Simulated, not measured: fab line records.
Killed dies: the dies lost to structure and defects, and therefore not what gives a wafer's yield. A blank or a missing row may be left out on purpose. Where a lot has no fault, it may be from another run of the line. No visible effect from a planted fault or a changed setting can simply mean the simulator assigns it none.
Which tool was responsible? + flow berkeley cmos170 + Sampling: 13 lots, 39 wafers, 5 of 331 route steps

WHAT THE GAUGES SHOWED, per wafer
UCB170_PLDD_TW_MEAS_11. Usual: PLDD_TW gives 1003 (standard deviation 8.6).
| lot  | measured     | on            | PLDD_TW                 | flag |
|------|--------------|---------------|-------------------------|------|
| L931 | day 7 21:40  | film metro-02 | 1009 1014 1011          |      |
| L934 | day 8 09:53  | film metro-01 | 1021 1020 1010          |      |
| L932 | day 8 08:51  | film metro-01 | 1015 1015 1017          |      |
| L933 | day 8 10:02  | film metro-03 | 996 995 998             |      |
| L935 | day 9 11:43  | film metro-02 | 1003 1003 1005          |      |
| L937 | day 9 22:42  | film metro-03 | 989 995 990             |      |
| L939 | day 9 22:36  | film metro-03 | 995 997 988             |      |
| L940 | day 9 22:43  | film metro-02 | 1007 1006 1000          |      |
| L942 | day 10 14:31 | film metro-02 | 1008 1004 1011          |      |
| L944 | day 11 00:52 | film metro-03 | 995 965 970 994 966 967 | OFF  |
| L945 | day 10 13:40 | film metro-03 | 989 993 993             |      |
| L949 | day 11 10:25 | film metro-02 | 1004 1004 1001          |      |
| L950 | day 11 19:23 | film metro-02 | 1006 1005 1005          |      |

UCB170_NLDD_CD_MEAS_06: the cd target is 1200 nm. Usual: cd nm at 1200.1 nm, with a standard deviation of 1.5.
| lot  | measured     | on        | cd nm (nm)           | flag |
|------|--------------|-----------|----------------------|------|
| L931 | day 7 22:53  | cd sem-01 | 1199.6 1199.5 1199.3 |      |
| L934 | day 8 11:36  | cd sem-02 | 1197.7 1197.7 1197.7 |      |
| L932 | day 8 11:21  | cd sem-01 | 1199.7 1199.6 1200.7 |      |
| L933 | day 8 11:36  | cd sem-01 | 1201.6 1201.3 1200.5 |      |
| L935 | day 9 12:48  | cd sem-01 | 1200.1 1201.4 1200.2 |      |
| L937 | day 10 00:43 | cd sem-02 | 1198.1 1199.5 1199.0 |      |
| L939 | day 10 00:25 | cd sem-01 | 1201.5 1203.5 1200.8 |      |
| L940 | day 10 00:56 | cd sem-01 | 1201.6 1203.4 1202.7 |      |
| L942 | day 10 15:41 | cd sem-02 | 1202.4 1203.4 1202.5 |      |
| L944 | day 11 05:47 | cd sem-02 | 1199.6 1199.7 1200.0 |      |
| L945 | day 10 14:54 | cd sem-02 | 1197.9 1198.2 1197.7 |      |
| L949 | day 11 12:36 | cd sem-01 | 1198.4 1200.0 1199.8 |      |
| L950 | day 11 20:44 | cd sem-01 | 1199.1 1200.7 1200.8 |      |

UCB170_CONTACT_OVL_MEAS_16. Usual: CONTACT_OVL gives -2 nm (standard deviation 4.4).
| lot  | measured     | on         | CONTACT_OVL (nm) | flag |
|------|--------------|------------|------------------|------|
| L931 | day 8 17:56  | overlay-01 | -3 -10 1         |      |
| L934 | day 9 09:12  | overlay-02 | -14 -3 -5        |      |
| L932 | day 9 05:18  | overlay-02 | -1 -2 -6         |      |
| L933 | day 9 05:30  | overlay-01 | 1 -4 0           |      |
| L935 | day 10 05:18 | overlay-01 | -5 -5 5          |      |
| L937 | day 10 18:49 | overlay-01 | -3 -5 2          |      |
| L939 | day 10 18:19 | overlay-01 | 1 0 -2           |      |
| L940 | day 10 20:38 | overlay-01 | 6 3 5            |      |
| L942 | day 11 14:32 | overlay-01 | -5 -2 -6         |      |
| L944 | day 11 22:17 | overlay-01 | -6 3 6           |      |
| L945 | day 11 14:25 | overlay-02 | 2 7 -2           |      |
| L949 | day 12 10:29 | overlay-01 | 1 3 4            |      |
| L950 | day 12 14:02 | overlay-01 | -4 -5 -7         |      |

WHICH TOOL RAN EACH LOT (tool, then ch and the chambers of the sampled wafers, then the start)
| lot  | UCB170_ZERO_ETCH_06               | UCB170_PLDD_IMPLANT_08          |
|------|-----------------------------------|---------------------------------|
| L931 | rie diel-03 ch 2,3, day 2 18:00   | implanter-03 ch 0, day 7 21:16  |
| L934 | rie diel-04 ch 0,1,3, day 3 01:56 | implanter-03 ch 0, day 8 09:10  |
| L932 | rie diel-02 ch 0,2, day 3 02:01   | implanter-04 ch 0, day 8 08:28  |
| L933 | rie diel-03 ch 0,2,3, day 3 02:16 | implanter-02 ch 0, day 8 09:29  |
| L935 | rie diel-02 ch 0,1,3, day 3 12:57 | implanter-04 ch 0, day 9 11:19  |
| L937 | rie diel-02 ch 0,1, day 4 04:54   | implanter-03 ch 0, day 9 22:19  |
| L939 | rie diel-02 ch 0,2,3, day 4 17:04 | implanter-04 ch 0, day 9 22:12  |
| L940 | rie diel-03 ch 0,1, day 4 17:19   | implanter-02 ch 0, day 9 22:19  |
| L942 | rie diel-02 ch 2,3, day 5 00:41   | implanter-03 ch 0, day 10 14:07 |
| L944 | rie diel-04 ch 0,1,2, day 5 15:10 | implanter-04 ch 0, day 11 00:28 |
| L945 | rie diel-02 ch 0,2,3, day 5 15:27 | implanter-02 ch 0, day 10 13:16 |
| L949 | rie diel-04 ch 0,1,3, day 6 07:40 | implanter-03 ch 0, day 11 10:02 |
| L950 | rie diel-03 ch 1,3, day 6 18:08   | implanter-02 ch 0, day 11 19:00 |
- UCB170_ZERO_ETCH_06: etches SiO2 in CHF3/CF4/Ar, time 12 s.
- UCB170_PLDD_IMPLANT_08

AS READ BY THE TOOLS THEMSELVES (means over the sampled wafers that have a number; for cases with no such wafer, the mark the record gives instead)
UCB170_ZERO_ETCH_06. Usual: drypump motor current A 5.6 A, standard deviation 0.44; oes product au 0.619 a.u., standard deviation 0.0076; throttle valve pct 9.25 %, standard deviation 0.19.
| lot  | tool        | drypump motor current A (A) | oes product au (a.u.) | throttle valve pct (%) | flag |
|------|-------------|-----------------------------|-----------------------|------------------------|------|
| L931 | rie diel-03 | 5.6                         | 0.623                 | 9.43                   |      |
| L934 | rie diel-04 | 5.9                         | 0.618                 | 9.43                   |      |
| L932 | rie diel-02 | 6.0                         | 0.620                 | 9.04                   |      |
| L933 | rie diel-03 | 5.6                         | 0.621                 | 9.31                   |      |
| L935 | rie diel-02 | 5.4                         | 0.621                 | 9.20                   |      |
| L937 | rie diel-02 | 5.2                         | 0.623                 | 9.16                   |      |
| L939 | rie diel-02 | 5.9                         | 0.623                 | 9.11                   |      |
| L940 | rie diel-03 | 5.1                         | 0.624                 | 9.19                   |      |
| L942 | rie diel-02 | 6.1                         | 0.623                 | 9.17                   |      |
| L944 | rie diel-04 | 5.7                         | 0.612                 | 9.28                   |      |
| L945 | rie diel-02 | 5.9                         | 0.618                 | 9.12                   |      |
| L949 | rie diel-04 | 5.9                         | 0.615                 | 9.44                   |      |
| L950 | rie diel-03 | 5.4                         | 0.625                 | 9.42                   |      |

UCB170_PLDD_IMPLANT_08. Usual: beam on s at 9.97 s, with a standard deviation of 0.21.
| lot  | tool         | beam on s (s) | flag |
|------|--------------|---------------|------|
| L931 | implanter-03 | 10.04         |      |
| L934 | implanter-03 | 9.99          |      |
| L932 | implanter-04 | 9.95          |      |
| L933 | implanter-02 | 9.74          |      |
| L935 | implanter-04 | 9.84          |      |
| L937 | implanter-03 | 10.02         |      |
| L939 | implanter-04 | 10.01         |      |
| L940 | implanter-02 | 9.66          |      |
| L942 | implanter-03 | 9.88          |      |
| L944 | implanter-04 | 9.75          |      |
| L945 | implanter-02 | 9.79          |      |
| L949 | implanter-03 | 10.02         |      |
| L950 | implanter-02 | 10.15         |      |

THE ANSWER, worked out from the rows above alone
Rule: take the mean of a lot's wafers that have a number; if it is more than 3 standard deviations from the usual mean, the lot is off. A lot without any number at a reading at which 4 lots or more have one is off too. All remaining lots with rows at the step are treated as sound. Order of review: gauges by route order, followed by the tools' own readings, for which a lot's mean as printed above is used. The first step at which some lot is off is used, and at that step the reading that is off furthest; a lot without a number counts as furthest.
Off: L944, seen at UCB170_PLDD_TW_MEAS_11 (PLDD_TW).
A tool fits if, at a process step before that reading, it ran every lot that is off, and no sound lot after the first of them. The gauges at UCB170_PLDD_TW_MEAS_11 are tried like those tools. This does not decide it: 2 tools fit, namely implanter-04 at UCB170_PLDD_IMPLANT_08 and film metro-03 at UCB170_PLDD_TW_MEAS_11.

WHAT WAS PUT IN BY THE SIMULATOR
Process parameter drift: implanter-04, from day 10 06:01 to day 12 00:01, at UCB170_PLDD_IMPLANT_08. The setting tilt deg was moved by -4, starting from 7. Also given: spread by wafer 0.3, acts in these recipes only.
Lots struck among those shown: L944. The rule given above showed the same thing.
